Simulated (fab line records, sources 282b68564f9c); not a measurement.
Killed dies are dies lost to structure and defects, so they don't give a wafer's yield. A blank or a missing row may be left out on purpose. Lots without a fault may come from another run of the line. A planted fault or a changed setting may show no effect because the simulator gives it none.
Which tool did it? | flow rit_cmos | 13 lots, 39 wafers sampled, at 2 steps of a route of 202

WHAT THE GAUGES READ, wafer by wafer
RIT_M1_CD_MEAS_09: target cd 2600 nm. Usual: cd_nm 2600.1 nm, standard deviation 2.3.
lot  | measured    | on        | cd_nm (nm)                                | flag
L215 | day 3 10:02 | cd_sem-02 | 2602.4 2599.6 2598.1                      |
L219 | day 4 07:14 | cd_sem-01 | 2601.1 2600.1 2599.0                      |
L220 | day 4 14:02 | cd_sem-02 | 2602.8 2603.7 2603.2                      |
L222 | day 4 20:46 | cd_sem-01 | 2249.4 2251.5 2251.8 2249.6 2251.2 2251.7 | OFF
L223 | day 5 05:00 | cd_sem-01 | 2600.1 2599.7 2597.8                      |
L225 | day 5 15:17 | cd_sem-01 | 2604.2 2602.0 2602.7                      |
L230 | day 6 11:02 | cd_sem-01 | 2601.0 2600.2 2600.9                      |
L231 | day 6 18:57 | cd_sem-01 | 2600.0 2602.6 2600.2                      |
L232 | day 6 23:43 | cd_sem-01 | 2599.7 2599.8 2602.9                      |
L233 | day 7 02:23 | cd_sem-01 | 2597.8 2600.0 2599.5                      |
L234 | day 7 09:10 | cd_sem-01 | 2597.8 2599.1 2597.9                      |
L237 | day 7 22:43 | cd_sem-02 | 2599.9 2598.5 2599.0                      |
L238 | day 8 05:01 | cd_sem-01 | 2598.1 2595.9 2596.4                      |

WHICH TOOL RAN EACH LOT (tool, then ch and the chambers of the sampled wafers, then the start)
lot  | RIT_M1_EXPOSE_06
L215 | iline_stepper-02 ch 0, day 3 09:36
L219 | iline_stepper-01 ch 0, day 4 06:49
L220 | iline_stepper-01 ch 0, day 4 13:36
L222 | iline_stepper-01 ch 0, day 4 20:20
L223 | iline_stepper-01 ch 0, day 5 04:34
L225 | iline_stepper-02 ch 0, day 5 14:52
L230 | iline_stepper-02 ch 0, day 6 10:36
L231 | iline_stepper-02 ch 0, day 6 18:31
L232 | iline_stepper-01 ch 0, day 6 23:17
L233 | iline_stepper-01 ch 0, day 7 01:57
L234 | iline_stepper-01 ch 0, day 7 08:43
L237 | iline_stepper-01 ch 0, day 7 22:14
L238 | iline_stepper-01 ch 0, day 8 04:34
- RIT_M1_EXPOSE_06: exposes mask M12, target cd 2600 nm.

WHAT THE TOOLS THEMSELVES READ (means of the sampled wafers that have a number; where no wafer has one, the mark that the record gives instead)
The record holds no such reading with a usual standard deviation.

THE ANSWER, worked out from the rows above alone
Rule: a lot is off if the mean of its wafers that have a number lies more than 3 standard deviations from the usual mean. A lot without any number at a reading at which 4 lots or more have one is off too. The other lots that the step has rows for count as sound. The gauges are gone through in route order, then the tools' own readings, and for those a lot's mean is taken as printed above. The first step at which some lot is off is used, and at that step the reading that is off furthest; a lot without a number counts as furthest.
Off: L222, at RIT_M1_CD_MEAS_09 (cd_nm).
A tool fits if, at a process step before that reading, it ran every lot that is off, and no sound lot after the first of them. The gauges at RIT_M1_CD_MEAS_09 are tried like those tools. None of those tried fits.

WHAT THE SIMULATOR HAD PUT IN
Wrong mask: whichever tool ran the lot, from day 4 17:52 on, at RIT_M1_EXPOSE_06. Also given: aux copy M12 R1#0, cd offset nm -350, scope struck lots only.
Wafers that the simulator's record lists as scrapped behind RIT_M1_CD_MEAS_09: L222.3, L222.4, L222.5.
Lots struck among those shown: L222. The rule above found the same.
